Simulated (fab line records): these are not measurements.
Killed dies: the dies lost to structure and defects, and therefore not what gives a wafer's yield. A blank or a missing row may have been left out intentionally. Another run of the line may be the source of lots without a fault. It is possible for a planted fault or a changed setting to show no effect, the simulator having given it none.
fab line records	flow berkeley_cmos170
[record] lots = 5	wafers = 23
route steps=331 shown START@3 NWELL@28 PWELL@49 PFIELD@86 FIELD@90 PVT@115 GATE@125 NLDD@159 NSD@191
start_h: hours from the record's first day to the start of the lot's first wafer shown	wait_h: time in hours since the lot's previous step	" identical to the entry in the row above	L1.1+2: several wafers, shown together as one row	- value missing, or start not given	* or withheld: withheld	< > ~ a bound
route shown NAME@n: names a module that has steps shown in the file, with the first one's number in the route	usual: mean/standard deviation taken from wafers without a fault	same: alike in all rows	chamber/n: place in a boat	sites: readings site by site	_std_site: the values' standard deviation	_edge_site: outer sites' mean less inner sites'	radius_mm: for every site, how far away it sits from the centre of the wafer	mask NAME#n: copy n	behind: the last tool/chamber to shape the wafer	hold: the reason the lot was held/the length of the hold in hours/how it ended	device: names the non-switching transistor (n, p or np)	end of line: the route-end tests of the same wafers	a step given without rows: its recipe and nothing more	killed: the dies lost at the first sort to structure and to defects; this is not the yield of the wafer	map: a wafer's dies, x killed, . not, _ none there
set.NAME: the setting the step ran with; set.NAME@STEP: the setting that earlier step ran with	model.NAME: the simulator's own value behind a step, which no gauge read
lots with deliberately changed settings; one table per step, one row per wafer
[[steps]]
[step UCB170_START_OXIDATION_02]
[recipe] temp_c = 950	ambient = O2	target_thk_a = 200	ox_time_s = 1800
lot.wafer	tool	chamber	start_h	wait_h	set.temp_c	model.SiO2_of_START_OXIDATION_02.thk_nm
L074.1	-	-	-	2.3	964.8	23.09
L074.2	"	-	"	"	964.8	23.36
L074.3	"	-	"	"	964.8	23.7
L074.4	"	-	"	"	964.8	23.53
L074.6	"	-	"	"	964.8	23
L078.1	-	-	-	2.5	970	24.47
L078.2	"	-	"	"	970	24.49
L078.3	"	-	"	"	970	24.56
L078.4	"	-	"	"	970	24.35
L078.6	"	-	"	"	970	24.42
L079.2	-	-	-	2.4	964	23.26
L079.3	"	-	"	"	964	22.99
L079.4	"	-	"	"	964	22.89
L079.5	"	-	"	"	964	23.17
L079.6	"	-	"	"	964	23.33
L083.1	-	-	-	6.0	938.3	17.54
L083.3	"	-	"	"	938.3	17.86
L083.4	"	-	"	"	938.3	17.48
L083.5	"	-	"	"	938.3	17.35
L083.6	"	-	"	"	938.3	17.55
L084.2	furnace-04	0	61.75	1.6	950	19.78
L084.4	"	0	"	"	950	19.55
L084.5	"	0	"	"	950	19.59
[step UCB170_START_THK_MEAS_03]
[recipe] reads = SiO2_of_START_OXIDATION_02
[usual] START_OXIDE_THK = 20.0/0.32
lot.wafer	tool	chamber	start_h	wait_h	set.temp_c@START_OXIDATION_02	START_OXIDE_THK[nm]
L074.1	film_metro-03	-	-	-	964.8	23.1
L074.2	"	-	"	"	964.8	23.4
L074.3	"	-	"	"	964.8	23.7
L074.4	"	-	"	"	964.8	23.5
L074.6	"	-	"	"	964.8	23.0
L078.1	film_metro-02	-	-	-	970	24.5
L078.2	"	-	"	"	970	24.5
L078.3	"	-	"	"	970	24.6
L078.4	"	-	"	"	970	24.3
L078.6	"	-	"	"	970	24.5
L079.2	film_metro-01	-	-	-	964	23.2
L079.3	"	-	"	"	964	23.0
L079.4	"	-	"	"	964	22.9
L079.5	"	-	"	"	964	23.2
L079.6	"	-	"	"	964	23.4
L083.1	film_metro-01	-	-	-	938.3	17.5
L083.3	"	-	"	"	938.3	17.9
L083.4	"	-	"	"	938.3	17.5
L083.5	"	-	"	"	938.3	17.4
L083.6	"	-	"	"	938.3	17.5
L084.2	film_metro-02	-	63.26	0.0	950	19.8
L084.4	"	-	"	"	950	19.6
L084.5	"	-	"	"	950	19.6
[step UCB170_NWELL_IMPLANT_14]
[recipe] species = P	dose_cm2 = 1e+13	energy_kev = 150	tilt_deg = 7
lot.wafer	tool	chamber	start_h	wait_h	set.energy_kev	model.implant.rp_nm	model.implant.drp_nm
L074.1+3+4	implanter-01	0	28.56	0.1	158.1	200.1	65.24
L074.2+6	"	0	"	"	150	189.4	62.72
L078.1+6	implanter-01	0	53.72	0.1	150	179.1	62.72
L078.2+3+4	"	0	"	"	144.1	171.8	60.79
L079.2+5	implanter-03	0	60.54	0.1	145.1	186.1	61.12
L079.3+4+6	"	0	"	"	150	192.7	62.72
L083.1+3+4+5+6	implanter-01	0	81.41	0.1	150	189.5	62.72
L084.2+4+5	implanter-04	0	86.27	0.1	150	188.8	62.72
[step UCB170_PWELL_IMPLANT_15]
[recipe] species = B	dose_cm2 = 5e+12	energy_kev = 60	tilt_deg = 7
lot.wafer	tool	chamber	start_h	wait_h	set.energy_kev	model.implant.rp_nm	model.implant.drp_nm
L074.1+2+4	implanter-01	0	45.83	0.1	58.74	185	63.97
L074.3+6	"	0	"	"	60	188.6	64.7
L078.1+2+3	implanter-03	0	70.78	0.1	62.13	195.8	65.9
L078.4+6	"	0	"	"	60	187.9	64.7
L079.2+3+4+5+6	implanter-03	0	80.32	0.1	60	187.5	64.7
L083.1+3+4+5+6	implanter-01	0	103.57	0.1	60	188.6	64.7
L084.2+4+5	implanter-02	0	103.87	0.1	60	191.3	64.7
[step UCB170_PFIELD_IMPLANT_07]
[recipe] species = B	dose_cm2 = 2e+13	energy_kev = 80	tilt_deg = 7
lot.wafer	tool	chamber	start_h	wait_h	set.dose_cm2
L074.1+2	implanter-03	0	86.40	0.0	2e+13
L074.3+4+6	"	0	"	"	2.121e+13
L078.1+4	implanter-03	0	109.08	0.0	1.888e+13
L078.2+3+6	"	0	"	"	2e+13
L079.2+3+6	implanter-02	0	114.50	0.0	2e+13
L079.4+5	"	0	"	"	1.89e+13
L083.1+4	implanter-04	0	154.59	0.0	2e+13
L083.3+5+6	"	0	"	"	2.092e+13
L084.2+4+5	implanter-03	0	154.91	0.0	2e+13
[step UCB170_PFIELD_STRIP_08]
[recipe] chemistry = O2	power_w = 400	pressure_mtorr = 3500	platen_temp_c = withheld	o2_flow_sccm = 400	overash_fraction = 0.5
[step UCB170_PFIELD_TW_MEAS_09]
[usual] PFIELD_TW = 605/5.5
lot.wafer	tool	chamber	start_h	wait_h	set.dose_cm2@PFIELD_IMPLANT_07	PFIELD_TW
L074.1	film_metro-04	-	86.65	0.1	2e+13	601
L074.2	"	-	"	"	2e+13	601
L074.3	"	-	"	"	2.121e+13	611
L074.4	"	-	"	"	2.121e+13	614
L074.6	"	-	"	"	2.121e+13	614
L078.1	film_metro-04	-	109.33	0.1	1.888e+13	588
L078.2	"	-	"	"	2e+13	602
L078.3	"	-	"	"	2e+13	604
L078.4	"	-	"	"	1.888e+13	591
L078.6	"	-	"	"	2e+13	605
L079.2	film_metro-01	-	114.73	0.1	2e+13	613
L079.3	"	-	"	"	2e+13	611
L079.4	"	-	"	"	1.89e+13	599
L079.5	"	-	"	"	1.89e+13	602
L079.6	"	-	"	"	2e+13	611
L083.1	film_metro-03	-	154.84	0.1	2e+13	598
L083.3	"	-	"	"	2.092e+13	610
L083.4	"	-	"	"	2e+13	598
L083.5	"	-	"	"	2.092e+13	609
L083.6	"	-	"	"	2.092e+13	605
L084.2	film_metro-04	-	155.15	0.1	2e+13	598
L084.4	"	-	"	"	2e+13	601
L084.5	"	-	"	"	2e+13	600
[step UCB170_FIELD_OXIDATION_01]
[recipe] temp_c = 1000	ambient = H2O	p_h2o_torr = 584.62	target_thk_a = 5583	ox_time_s = 7200
lot.wafer	tool	chamber	start_h	wait_h	set.temp_c	model.SiO2_of_FIELD_OXIDATION_01.thk_nm
L074.1	-	-	-	4.8	1027	651
L074.2	"	-	"	"	1027	665.1
L074.3	"	-	"	"	1027	658.7
L074.4	"	-	"	"	1027	660
L074.6	"	-	"	"	1027	649.5
L078.1	-	-	-	10.0	1030	663
L078.2	"	-	"	"	1030	670.5
L078.3	"	-	"	"	1030	673.1
L078.4	"	-	"	"	1030	667.1
L078.6	"	-	"	"	1030	660.4
L079.2	-	-	-	4.6	1000	559.5
L079.3	"	-	"	"	1000	563.7
L079.4	"	-	"	"	1000	564.2
L079.5	"	-	"	"	1000	555.5
L079.6	"	-	"	"	1000	555.3
L083.1	-	-	-	5.2	1016	613.3
L083.3	"	-	"	"	1016	625.5
L083.4	"	-	"	"	1016	624.7
L083.5	"	-	"	"	1016	618.7
L083.6	"	-	"	"	1016	620.7
L084.2	furnace-04	0	160.11	4.9	1000	551.5
L084.4	"	0	"	"	1000	560.3
L084.5	"	0	"	"	1000	558.4
[step UCB170_FIELD_THK_MEAS_02]
[recipe] reads = SiO2_of_FIELD_OXIDATION_01
[usual] FIELD_OXIDE_THK = 560/9.1
lot.wafer	tool	chamber	start_h	wait_h	set.temp_c@FIELD_OXIDATION_01	FIELD_OXIDE_THK[nm]
L074.1	film_metro-01	-	-	-	1027	650
L074.2	"	-	"	"	1027	666
L074.3	"	-	"	"	1027	658
L074.4	"	-	"	"	1027	660
L074.6	"	-	"	"	1027	650
L078.1	film_metro-02	-	-	-	1030	663
L078.2	"	-	"	"	1030	671
L078.3	"	-	"	"	1030	673
L078.4	"	-	"	"	1030	667
L078.6	"	-	"	"	1030	661
L079.2	film_metro-04	-	-	-	1000	559
L079.3	"	-	"	"	1000	564
L079.4	"	-	"	"	1000	564
L079.5	"	-	"	"	1000	556
L079.6	"	-	"	"	1000	555
L083.1	film_metro-01	-	-	-	1016	614
L083.3	"	-	"	"	1016	626
L083.4	"	-	"	"	1016	625
L083.5	"	-	"	"	1016	619
L083.6	"	-	"	"	1016	621
L084.2	film_metro-04	-	163.18	0.1	1000	552
L084.4	"	-	"	"	1000	560
L084.5	"	-	"	"	1000	558
[step UCB170_FIELD_ANNEAL_03]
[recipe] temp_c = 1000	time_s = 1200	ambient = N2
[step UCB170_FIELD_WET_ETCH_04]
[recipe] chemistry = dHF	dilution = 10:1	target = SiO2	temp_c = 25	time_s = 60
[step UCB170_FIELD_WET_ETCH_05]
[recipe] chemistry = H3PO4	target = Si3N4	temp_c = 160	time_s = 12600
[step UCB170_FIELD_WET_ETCH_06]
[recipe] chemistry = BOE	dilution = 5:1	target = SiO2	temp_c = 25	time_s = 22
[step UCB170_FIELD_THK_MEAS_90]
[recipe] reads = SiO2_of_FIELD_OXIDATION_01
[usual] FIELD_OXIDE_LEFT_1_THK = 443/9
lot.wafer	tool	chamber	start_h	wait_h	set.temp_c@FIELD_OXIDATION_01	FIELD_OXIDE_LEFT_1_THK[nm]
L074.1	film_metro-01	-	104.16	0.0	1027	533
L074.2	"	-	"	"	1027	548
L074.3	"	-	"	"	1027	542
L074.4	"	-	"	"	1027	542
L074.6	"	-	"	"	1027	532
L078.1	film_metro-02	-	135.34	0.0	1030	548
L078.2	"	-	"	"	1030	555
L078.3	"	-	"	"	1030	557
L078.4	"	-	"	"	1030	552
L078.6	"	-	"	"	1030	545
L079.2	film_metro-04	-	135.41	0.1	1000	443
L079.3	"	-	"	"	1000	447
L079.4	"	-	"	"	1000	447
L079.5	"	-	"	"	1000	439
L079.6	"	-	"	"	1000	439
L083.1	film_metro-02	-	171.55	0.0	1016	496
L083.3	"	-	"	"	1016	509
L083.4	"	-	"	"	1016	508
L083.5	"	-	"	"	1016	501
L083.6	"	-	"	"	1016	504
L084.2	film_metro-01	-	171.56	0.0	1000	436
L084.4	"	-	"	"	1000	445
L084.5	"	-	"	"	1000	443
[step UCB170_PVT_HMDS_00]
[recipe] prime_time_s = 60	prime_temp_c = 100
lot.wafer	tool	chamber	start_h	wait_h	set.prime_temp_c
L074.1+2+3	litho_track-02	0	135.12	0.2	99.02
L074.4+6	"	0	"	"	100
L079.2+4+5	litho_track-04	0	165.04	0.5	96.27
L079.3+6	"	0	"	"	100
L078.1+2	litho_track-01	0	165.18	0.6	96.39
L078.3+4+6	"	0	"	"	100
L083.1+4+5	litho_track-02	0	194.39	0.0	100
L083.3+6	"	0	"	"	96.44
L084.2+4+5	litho_track-04	0	194.42	0.0	100
[step UCB170_PVT_COAT_01]
[recipe] resist = KrF	spin_rpm = 1500	resist_thk_nm = 900
[step UCB170_PVT_SOFTBAKE_02]
[recipe] resist = KrF	temp_c = 130	time_s = 60
[step UCB170_GATE_WET_ETCH_00]
[recipe] chemistry = dHF	dilution = 25:1	target = SiO2	temp_c = 25	time_s = 200
[step UCB170_FIELD_THK_MEAS_91]
[recipe] reads = SiO2_of_FIELD_OXIDATION_01
[usual] FIELD_OXIDE_LEFT_2_THK = 355/9.2
lot.wafer	tool	chamber	start_h	wait_h	set.temp_c@FIELD_OXIDATION_01	FIELD_OXIDE_LEFT_2_THK[nm]
L074.1	film_metro-04	-	136.53	0.0	1027	445
L074.2	"	-	"	"	1027	460
L074.3	"	-	"	"	1027	453
L074.4	"	-	"	"	1027	454
L074.6	"	-	"	"	1027	444
L079.2	film_metro-02	-	166.55	0.0	1000	354
L079.3	"	-	"	"	1000	359
L079.4	"	-	"	"	1000	360
L079.5	"	-	"	"	1000	350
L079.6	"	-	"	"	1000	350
L078.1	film_metro-01	-	166.78	0.0	1030	458
L078.2	"	-	"	"	1030	465
L078.3	"	-	"	"	1030	468
L078.4	"	-	"	"	1030	462
L078.6	"	-	"	"	1030	455
L083.1	film_metro-01	-	196.33	0.0	1016	407
L083.3	"	-	"	"	1016	420
L083.4	"	-	"	"	1016	419
L083.5	"	-	"	"	1016	414
L083.6	"	-	"	"	1016	415
L084.2	film_metro-02	-	196.36	0.0	1000	348
L084.4	"	-	"	"	1000	356
L084.5	"	-	"	"	1000	354
[step UCB170_NLDD_COAT_01]
[recipe] resist = KrF	spin_rpm = 1500	resist_thk_nm = 900
lot.wafer	tool	chamber	start_h	wait_h	set.resist_thk_nm	model.KrF_of_NLDD_COAT_01.thk_nm
L074.1	litho_track-02	0	164.55	0.1	941.8	944.3
L074.2	"	0	"	"	941.8	946.8
L074.3	"	0	"	"	900	902.4
L074.4	"	0	"	"	941.8	946.3
L074.6	"	0	"	"	900	906
L078.1	litho_track-01	0	187.93	0.1	900	902.1
L078.2	"	0	"	"	900	902.8
L078.3	"	0	"	"	855.5	856.3
L078.4	"	0	"	"	855.5	858.7
L078.6	"	0	"	"	900	902.6
L079.2	litho_track-02	0	188.21	0.1	881.1	876.9
L079.3	"	0	"	"	881.1	876.8
L079.4	"	0	"	"	900	897.1
L079.5	"	0	"	"	881.1	878.3
L079.6	"	0	"	"	900	899.3
L083.1	litho_track-02	0	215.53	0.1	900	902.1
L083.3	"	0	"	"	948.2	951.9
L083.4	"	0	"	"	948.2	951
L083.5	"	0	"	"	900	901.1
L083.6	"	0	"	"	948.2	950.7
L084.2	litho_track-01	0	216.63	0.1	900	901.9
L084.4	"	0	"	"	900	901.6
L084.5	"	0	"	"	900	901.7
[step UCB170_NLDD_EXPOSE_03]
[recipe] mask_id = NSELECT	na = 0.5	sigma_outer = 0.6	source_shape = conventional	target_cd_nm = 1200	dose_mj = 30
lot.wafer	tool	chamber	start_h	wait_h	mask	set.dose_mj
L074.1+6	krf_scanner-01	0	164.98	0.2	NSELECT#0	30
L074.2+3+4	"	0	"	"	NSELECT#0	28.53
L078.1+2+3+4+6	krf_scanner-01	0	188.23	0.1	NSELECT#0	30
L079.2+3+6	krf_scanner-01	0	188.50	0.1	NSELECT#0	29.25
L079.4+5	"	0	"	"	NSELECT#0	30
L083.1+5+6	krf_scanner-02	0	215.95	0.2	NSELECT#0	30
L083.3+4	"	0	"	"	NSELECT#0	28.08
L084.2+4+5	krf_scanner-01	0	217.05	0.2	NSELECT#0	30
[step UCB170_NLDD_PEB_04]
[recipe] peb_temp_c = 130	peb_time_s = withheld	resist = KrF
[step UCB170_NLDD_DEVELOP_05]
[recipe] developer = TMAH	develop_time_s = 45	resist = KrF	dev_temp_c = 21
[step UCB170_NLDD_CD_MEAS_06]
[recipe] target_cd_nm = 1200
[usual] cd_nm = 1199.2/1.2
lot.wafer	tool	chamber	start_h	wait_h	set.dose_mj@NLDD_EXPOSE_03	cd_nm
L074.1	cd_sem-02	-	165.68	-	30	1196.2
L074.2	"	-	"	"	28.53	1187.8
L074.3	"	-	"	"	28.53	1189.5
L074.4	"	-	"	"	28.53	1188.7
L074.6	"	-	"	"	30	1197.7
L078.1	cd_sem-01	-	188.84	-	30	1200.7
L078.2	"	-	"	"	30	1200.3
L078.3	"	-	"	"	30	1202.9
L078.4	"	-	"	"	30	1203.6
L078.6	"	-	"	"	30	1199.3
L079.2	cd_sem-02	-	188.98	-	29.25	1194.0
L079.3	"	-	"	"	29.25	1193.4
L079.4	"	-	"	"	30	1199.3
L079.5	"	-	"	"	30	1199.3
L079.6	"	-	"	"	29.25	1193.4
L083.1	cd_sem-01	-	216.62	-	30	1200.8
L083.3	"	-	"	"	28.08	1187.0
L083.4	"	-	"	"	28.08	1188.3
L083.5	"	-	"	"	30	1201.3
L083.6	"	-	"	"	30	1199.9
L084.2	cd_sem-01	-	218.02	-	30	1198.7
L084.4	"	-	"	"	30	1197.8
L084.5	"	-	"	"	30	1199.4
[step UCB170_NLDD_IMPLANT_08]
[recipe] species = As	dose_cm2 = 5e+13	energy_kev = 30	tilt_deg = 7	rotation_deg = 0
lot.wafer	tool	chamber	start_h	wait_h	set.dose_cm2
L074.1+2+3	implanter-02	0	165.84	0.0	5e+13
L074.4+6	"	0	"	"	4.673e+13
L078.1+3+4	implanter-04	0	189.00	0.0	5e+13
L078.2+6	"	0	"	"	4.641e+13
L079.2+3+4	implanter-03	0	189.14	0.0	5.311e+13
L079.5+6	"	0	"	"	5e+13
L083.1+4	implanter-02	0	216.78	0.0	5e+13
L083.3+5+6	"	0	"	"	5.295e+13
L084.2+4+5	implanter-02	0	218.18	0.0	5e+13
[step UCB170_NLDD_IMPLANT_09]
[recipe] species = As	dose_cm2 = 5e+13	energy_kev = 30	tilt_deg = 7	rotation_deg = 180
[step UCB170_NLDD_STRIP_10]
[recipe] chemistry = O2	power_w = 400	pressure_mtorr = 3500	platen_temp_c = withheld	o2_flow_sccm = 400	overash_fraction = 0.5
[usual] strip_time_to_endpoint_s = 21.68/0.058
lot.wafer	tool	chamber	start_h	wait_h	set.resist_thk_nm@NLDD_COAT_01	strip_time_to_endpoint_s
L074.1	plasma_asher-03	1	166.14	0.1	941.8	22.70
L074.2	"	0	"	"	941.8	22.76
L074.3	"	0	"	"	900	21.69
L074.4	"	1	"	"	941.8	22.74
L074.6	"	1	"	"	900	21.79
L078.1	plasma_asher-02	1	189.30	0.1	900	21.68
L078.2	"	0	"	"	900	21.71
L078.3	"	1	"	"	855.5	20.58
L078.4	"	0	"	"	855.5	20.65
L078.6	"	1	"	"	900	21.67
L079.2	plasma_asher-03	0	189.41	0.1	881.1	21.08
L079.3	"	1	"	"	881.1	21.07
L079.4	"	0	"	"	900	21.56
L079.5	"	0	"	"	881.1	21.11
L079.6	"	1	"	"	900	21.61
L083.1	plasma_asher-03	0	217.08	0.1	900	21.68
L083.3	"	0	"	"	948.2	22.88
L083.4	"	1	"	"	948.2	22.83
L083.5	"	1	"	"	900	21.65
L083.6	"	0	"	"	948.2	22.85
L084.2	plasma_asher-03	1	218.46	0.1	900	21.66
L084.4	"	0	"	"	900	21.67
L084.5	"	0	"	"	900	21.66
[step UCB170_NSD_PEB_04]
[recipe] peb_temp_c = 130	peb_time_s = withheld	resist = KrF
lot.wafer	tool	chamber	start_h	wait_h	set.peb_temp_c
L074.1+2+6	litho_track-04	0	177.11	0.3	130
L074.3+4	"	0	"	"	127.1
L078.1+2+3+4+6	litho_track-03	0	199.72	0.2	130
L079.2+3	litho_track-01	0	200.15	0.4	130
L079.4+5+6	"	0	"	"	128
L084.2+4+5	litho_track-03	0	228.81	0.2	130
L083.1+6	litho_track-03	0	229.21	0.1	130
L083.3+4+5	"	0	"	"	126.6
[step UCB170_NSD_DEVELOP_05]
[recipe] developer = TMAH	develop_time_s = 45	resist = KrF	dev_temp_c = 21
lot.wafer	tool	chamber	start_h	wait_h	set.develop_time_s
L074.1+2+4	litho_track-04	0	-	-	45
L074.3+6	"	0	"	"	42.63
L078.1+2	litho_track-03	0	-	-	50.09
L078.3+4+6	"	0	"	"	45
L079.2+4	litho_track-01	0	-	-	47.76
L079.3+5+6	"	0	"	"	45
L084.2+4+5	litho_track-03	0	-	-	45
L083.1+3	litho_track-03	0	-	-	45
L083.4+5+6	"	0	"	"	40.54
[step UCB170_NSD_CD_MEAS_06]
[recipe] target_cd_nm = 1200
[usual] cd_nm = 1199.3/1.7
lot.wafer	tool	chamber	start_h	wait_h	set.peb_temp_c@NSD_PEB_04	cd_nm
L074.1	cd_sem-01	-	177.39	-	130	1198.6
L074.2	"	-	"	"	130	1199.9
L074.3	"	-	"	"	127.1	1177.4
L074.4	"	-	"	"	127.1	1178.0
L074.6	"	-	"	"	130	1200.9
L078.1	cd_sem-02	-	199.99	-	130	1201.1
L078.2	"	-	"	"	130	1202.2
L078.3	"	-	"	"	130	1200.3
L078.4	"	-	"	"	130	1200.2
L078.6	"	-	"	"	130	1201.1
L079.2	cd_sem-01	-	200.42	-	130	1201.3
L079.3	"	-	"	"	130	1201.5
L079.4	"	-	"	"	128	1186.8
L079.5	"	-	"	"	128	1185.8
L079.6	"	-	"	"	128	1187.3
L084.2	cd_sem-01	-	229.08	-	130	1200.3
L084.4	"	-	"	"	130	1199.4
L084.5	"	-	"	"	130	1200.3
L083.1	cd_sem-02	-	229.49	-	130	1199.6
L083.3	"	-	"	"	126.6	1173.8
L083.4	"	-	"	"	126.6	1173.4
L083.5	"	-	"	"	126.6	1173.9
L083.6	"	-	"	"	130	1198.5
[step UCB170_NSD_IMPLANT_08]
[recipe] species = P	dose_cm2 = 3e+15	energy_kev = 40	tilt_deg = 7
[step UCB170_SDANNEAL_RS_MEAS_05]
[recipe] thk_meas_gauge = four-point-probe
[usual] NLDD_RS = 616.9/1.8
lot.wafer	tool	chamber	start_h	wait_h	set.dose_cm2@NLDD_IMPLANT_08	NLDD_RS[ohm/sq]
L074.1	film_metro-01	-	180.48	0.1	5e+13	614.8
L074.2	"	-	"	"	5e+13	614.9
L074.3	"	-	"	"	5e+13	614.9
L074.4	"	-	"	"	4.673e+13	629.8
L074.6	"	-	"	"	4.673e+13	629.9
L078.1	film_metro-02	-	202.24	0.1	5e+13	615.4
L078.2	"	-	"	"	4.641e+13	630.7
L078.3	"	-	"	"	5e+13	616.2
L078.4	"	-	"	"	5e+13	615.1
L078.6	"	-	"	"	4.641e+13	631.9
L079.2	film_metro-03	-	202.67	0.1	5.311e+13	607.4
L079.3	"	-	"	"	5.311e+13	607.7
L079.4	"	-	"	"	5.311e+13	606.8
L079.5	"	-	"	"	5e+13	618.3
L079.6	"	-	"	"	5e+13	620.2
L084.2	film_metro-02	-	231.15	0.1	5e+13	618.5
L084.4	"	-	"	"	5e+13	617.1
L084.5	"	-	"	"	5e+13	619.4
L083.1	film_metro-01	-	231.62	0.1	5e+13	616.1
L083.3	"	-	"	"	5.295e+13	605.0
L083.4	"	-	"	"	5e+13	618.0
L083.5	"	-	"	"	5.295e+13	604.2
L083.6	"	-	"	"	5.295e+13	605.1
[[key]]
[split] step = UCB170_START_OXIDATION_02	setting = temp_c	stated = 950	by = lot
[response] step = UCB170_START_OXIDATION_02	reading = model.SiO2_of_START_OXIDATION_02.thk_nm	change = +2.1	per = 1%	r = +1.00
[response] step = UCB170_START_THK_MEAS_03	reading = START_OXIDE_THK	change = +2.11	per = 1%	r = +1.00
[split] step = UCB170_NWELL_IMPLANT_14	setting = energy_kev	stated = 150	by = wafer
[response] step = UCB170_NWELL_IMPLANT_14	reading = model.implant.rp_nm	change = +1.95	per = 1%	r = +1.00
[response] step = UCB170_NWELL_IMPLANT_14	reading = model.implant.drp_nm	change = +0.478	per = 1%	r = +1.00
[split] step = UCB170_PWELL_IMPLANT_15	setting = energy_kev	stated = 60	by = wafer
[response] step = UCB170_PWELL_IMPLANT_15	reading = model.implant.rp_nm	change = +2.1	per = 1%	r = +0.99
[response] step = UCB170_PWELL_IMPLANT_15	reading = model.implant.drp_nm	change = +0.34	per = 1%	r = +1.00
[split] step = UCB170_PFIELD_IMPLANT_07	setting = dose_cm2	stated = 2e+13	by = wafer
[response] step = UCB170_PFIELD_TW_MEAS_09	reading = PFIELD_TW	change = +2.17	per = 1%	r = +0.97
[split] step = UCB170_FIELD_OXIDATION_01	setting = temp_c	stated = 1000	by = lot
[response] step = UCB170_FIELD_OXIDATION_01	reading = model.SiO2_of_FIELD_OXIDATION_01.thk_nm	change = +36.2	per = 1%	r = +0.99
[response] step = UCB170_FIELD_THK_MEAS_02	reading = FIELD_OXIDE_THK	change = +36.2	per = 1%	r = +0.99
[response] step = UCB170_FIELD_THK_MEAS_90	reading = FIELD_OXIDE_LEFT_1_THK	change = +36.2	per = 1%	r = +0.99
[response] step = UCB170_FIELD_THK_MEAS_91	reading = FIELD_OXIDE_LEFT_2_THK	change = +36	per = 1%	r = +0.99
[split] step = UCB170_PVT_HMDS_00	setting = prime_temp_c	stated = 100	by = wafer
response none clear
[split] step = UCB170_NLDD_COAT_01	setting = resist_thk_nm	stated = 900	by = wafer
[response] step = UCB170_NLDD_COAT_01	reading = model.KrF_of_NLDD_COAT_01.thk_nm	change = +9.17	per = 1%	r = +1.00
[response] step = UCB170_NLDD_STRIP_10	reading = strip_time_to_endpoint_s	change = *	per = 1%	r = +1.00
[split] step = UCB170_NLDD_EXPOSE_03	setting = dose_mj	stated = 30	by = wafer
[response] step = UCB170_NLDD_CD_MEAS_06	reading = cd_nm	change = +1.94	per = 1%	r = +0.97
[split] step = UCB170_NLDD_IMPLANT_08	setting = dose_cm2	stated = 5e+13	by = wafer
[response] step = UCB170_SDANNEAL_RS_MEAS_05	reading = NLDD_RS	change = -2.13	per = 1%	r = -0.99
[split] step = UCB170_NSD_PEB_04	setting = peb_temp_c	stated = 130	by = wafer
[response] step = UCB170_NSD_CD_MEAS_06	reading = cd_nm	change = +9.75	per = 1%	r = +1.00
[split] step = UCB170_NSD_DEVELOP_05	setting = develop_time_s	stated = 45	by = wafer
response none clear
